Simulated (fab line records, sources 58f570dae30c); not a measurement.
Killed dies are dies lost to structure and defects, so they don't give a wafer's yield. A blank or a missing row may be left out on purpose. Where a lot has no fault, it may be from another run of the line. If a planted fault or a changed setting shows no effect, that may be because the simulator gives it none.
2 desks looking at one fault    flow berkeley cmos170    numbers are kept per desk, each desk with only its own; the story behind them comes last

== DESK OF THE TOOL OWNER: lpcvd-01 ==
The tool's own readings at UCB170_PWELL_CVD_05 (deposits Si3N4 from SiH2Cl2/NH3, target thk 220 nm, time 3300 s): means of the sampled wafers that have a number, for each lot that ran on this tool. Any lot whose mean is over 4 standard deviations away from the usual mean is out of limits and marked OUT; that distance is given in the brackets.
Columns: A = nh3 flow sccm at UCB170_PWELL_CVD_05, usual 74.98 sccm; B = spike tc source C at UCB170_PWELL_CVD_05, usual 823.1 C; C = susceptor temp C at UCB170_PWELL_CVD_05, usual 800.0 C
lot   first seen here  A      B      C
L320  day 3 08:47      75.08  821.1  800.1
L321  day 3 08:47      75.32  820.8  799.7
L322  day 3 08:47      75.17  822.3  800.4
L326  day 4 09:45      74.76  822.5  799.6
L327  day 4 09:45      75.18  822.8  800.0
L329  day 4 20:05      75.08  823.1  800.1
L334  day 6 08:28      75.11  821.3  800.3
L335  day 6 08:28      74.80  823.3  799.5
L336  day 6 08:28      75.03  822.2  799.7
Result from this desk: across the 9 lots, nothing is out of limits.

== AT THE METROLOGY DESK ==
What the gauges read, lot by lot, whatever tool the lot ran on: means of the sampled wafers that have a number. Any lot whose mean is over 4 standard deviations away from the usual mean is out of limits and marked OUT; that distance is given in the brackets.
Columns: A = PWELL_OXIDE_THK at UCB170_PWELL_THK_MEAS_03, usual 26.1 nm; B = PWELL_NITRIDE_THK at UCB170_PWELL_THK_MEAS_06, usual 219.9 nm
lot   first seen here  A     B
L320  day 3 03:17      26.0  220.1
L322  day 3 03:18      27.0  219.4
L321  day 3 03:21      26.4  219.5
L324  day 3 23:50      26.1  218.7
L325  day 3 23:50      26.0  220.0
L327  day 4 04:12      26.1  220.0
L326  day 4 04:13      26.4  220.8
L329  day 4 15:29      26.6  222.2
L330  day 5 01:49      26.1  216.7
L334  day 6 01:59      25.5  96.7 (-77) OUT
L335  day 6 01:59      26.3  99.4 (-75) OUT
L336  day 6 02:01      26.0  98.7 (-76) OUT
L340  day 6 23:57      26.1  222.5
L342  day 7 21:39      25.7  221.0
L343  day 7 21:40      26.1  218.5
Finding of this desk: L334, L335, L336 out of limits, first seen on L334 at day 6 10:23 (PWELL_NITRIDE_THK at UCB170_PWELL_THK_MEAS_06). L320, L322, L321, L324, L325, L327, L326, L329, L330, L340, L342, L343 stayed within limits.

== BROUGHT TOGETHER ==
L334, L335, L336 would have let the metrology desk raise an alarm at day 6 10:23.
The desk of the tool owner found nothing out of limits.
On record at the tool owner's desk: L334, L335, L336, within its limits.
Of the lots named, all ran UCB170_PWELL_CVD_05 on lpcvd-01.

== WHAT THE SIMULATOR HAD INSERTED ==
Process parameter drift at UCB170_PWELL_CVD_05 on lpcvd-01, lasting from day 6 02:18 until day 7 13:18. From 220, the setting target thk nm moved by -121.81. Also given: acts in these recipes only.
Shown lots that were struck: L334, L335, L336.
Delay in hours, fault start to first out-of-limits reading, per desk: metrology desk 8.
